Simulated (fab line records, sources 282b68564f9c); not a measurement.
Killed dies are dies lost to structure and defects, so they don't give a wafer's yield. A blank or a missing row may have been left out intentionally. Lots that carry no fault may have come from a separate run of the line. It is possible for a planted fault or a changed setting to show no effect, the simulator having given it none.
What tool caused it? | flow ritCmos | 6 lots, 18 wafers sampled, at 2 steps of a route of 202

WHAT EACH GAUGE READ, for each wafer
RIT_M1_RS_MEAS_01: measures by four-point-probe.
lot  | measured    | on           | M1_AL_RS (ohm/sq)
L644 | day 3 16:32 | filmMetro-04 | 0.0724 0.0727 0.0723
L647 | day 4 09:27 | filmMetro-04 | 0.0724 0.0729 0.0731
L649 | day 4 16:23 | filmMetro-03 | 0.0733 0.0731 0.0726
L652 | day 5 09:45 | filmMetro-03 | 0.0736 0.0730 0.0741
L655 | day 6 00:37 | filmMetro-02 | 0.0731 0.0735 0.0731
L661 | day 7 06:53 | filmMetro-04 | 0.0454 0.0731 0.0734

TOOL THAT RAN EACH LOT (tool first, then ch and the chambers of the sampled wafers, then the start)
lot  | RIT_M1_SPUTTER_00
L644 | pvdSputter-04, day 3 16:14
L647 | pvdSputter-02, day 4 09:08
L649 | pvdSputter-02, day 4 16:06
L652 | pvdSputter-04, day 5 09:28
L655 | pvdSputter-02, day 6 00:16
L661 | pvdSputter-02, day 7 06:34
- RIT_M1_SPUTTER_00: material Al, target thk 400 nm, time 500 s.

THE ANSWER, worked out from the rows above alone
Rule: what is usual is taken from the lots themselves. The widest of any qualifying gaps counts: lots, ordered by their means at a reading, are off when they make up no more than a third of the lots, leave a main group of 4 or more, and stand apart from it by 3 or more times the standard deviation of that group's means. If all means in a main group match to the digits the tables above print for the reading, that group is not used. Also off: a lot with no number at a reading for which 4 or more lots have one. The other lots that the step has rows for count as sound.
Off: L661, seen at RIT_M1_RS_MEAS_01 (M1_AL_RS). Main group: mean 0.0730 ohm/sq, sd 0.00037.
A tool fits if, at a process step before that reading, it ran every lot that is off, and no sound lot after the first of them. Those tools and the gauges at RIT_M1_RS_MEAS_01 are tried in the same way. 2 tools fit, pvdSputter-02 at RIT_M1_SPUTTER_00 and filmMetro-04 at RIT_M1_RS_MEAS_01, so this cannot tell which one it is.

WHAT THE SIMULATOR HAD PUT IN
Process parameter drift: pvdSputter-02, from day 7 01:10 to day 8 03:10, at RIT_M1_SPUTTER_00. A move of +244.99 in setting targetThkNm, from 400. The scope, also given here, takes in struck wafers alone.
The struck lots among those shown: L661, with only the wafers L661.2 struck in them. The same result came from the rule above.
